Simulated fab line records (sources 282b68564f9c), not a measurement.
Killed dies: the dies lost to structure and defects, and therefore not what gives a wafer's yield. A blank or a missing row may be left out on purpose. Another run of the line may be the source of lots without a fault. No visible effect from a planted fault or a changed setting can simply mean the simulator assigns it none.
Struck lot and sound lot, side by side -- flow ritCmos -- 15 steps out of a route of 202
Sound: the wafers L115.2, L115.4, L115.5. Wafers struck: L123.2, L123.3, L123.4. The cause comes at the end.
Each step with rows lists, per side, the tool, then ch with its chambers, then its first start. Under that, the readings that differ: sound wafers -- struck wafers -- difference of the means -- sigmas: that difference in standard deviations of wafers without a fault.
alike: a reading whose means differ by less than 2 such deviations, as well as words and numbers matching on both sides. not compared: withheld readings; readings where some wafer has no value; bounds like >300 that might hide an equal value; numbers whose values overlap and for which the record gives no deviation.
The two part at a step that has a row with sigmas, a row that says differs or no value, or rows on one side only. Numbers that don't overlap but have no deviation are shown without sigmas and don't part them. A reading that every wafer of one side lacks parts them only if that side has two wafers or more.

first, 2 steps without rows for these wafers: RIT_ACTIVE_CLEAN_17 (cleans in SC2, time 600 s); RIT_FOX1_OXIDATION_00 (target thk 350.7 nm, ox time 1130 s).
RIT_FOX1_THK_MEAS_01:
  sound: filmMetro-03 at day 3 10:53; struck: filmMetro-03 at day 5 02:29
  alike: FOX1_OXIDE_THK
then, 2 steps without rows for these wafers: RIT_FOX1_WET_ETCH_02 (etches SiO2 in BOE, target depth 350 nm, time 390 s); RIT_FOX2_OXIDATION_00 (target thk 350.7 nm, ox time 1130 s).
RIT_FOX2_THK_MEAS_01:
  sound: filmMetro-02 at day 3 15:45; struck: filmMetro-02 at day 5 03:58
  alike: FOX2_OXIDE_THK
then, 2 steps without rows for these wafers: RIT_FOX2_CLEAN_02 (cleans in dHF, time 180 s); RIT_FOX2_WET_ETCH_03 (etches Si3N4 in H3PO4, target depth 195 nm, time 2700 s).
RIT_FOX2_THK_MEAS_90:
  sound: filmMetro-03 at day 3 16:38; struck: filmMetro-04 at day 5 04:50
  alike: FIELD_OXIDE_LEFT_1_THK
then, 3 steps without rows for these wafers: RIT_NWELL_HMDS_00 (prime time 60 s); RIT_NWELL_COAT_01 (resist thk 1300 nm); RIT_NWELL_SOFTBAKE_02 (time 60 s).
RIT_NWELL_EXPOSE_03: exposes mask M2, target cd 43900 nm.
  sound on ilineStepper-02 ch 0, day 3 17:08; struck on ilineStepper-01 ch 0, day 5 05:22
reading,sound,struck,difference,sigmas
model.NWELL.overlayXNm (nm),1.349 1.349 1.349,1.767 1.767 1.767,+0.418,
  alike: mask
next, for these wafers, 1 step has no rows: RIT_NWELL_PEB_04.
RIT_M1_PROBE_99:
  sound: prober-01 at day 5 07:43; struck: prober-01 at day 6 18:44
  alike: killedAtContacts, killedAtFrontEnd, killedDies, killedOpen, killedShort

## WHERE THEY PART
Nowhere in this record.

WHY: whatever the simulator had introduced
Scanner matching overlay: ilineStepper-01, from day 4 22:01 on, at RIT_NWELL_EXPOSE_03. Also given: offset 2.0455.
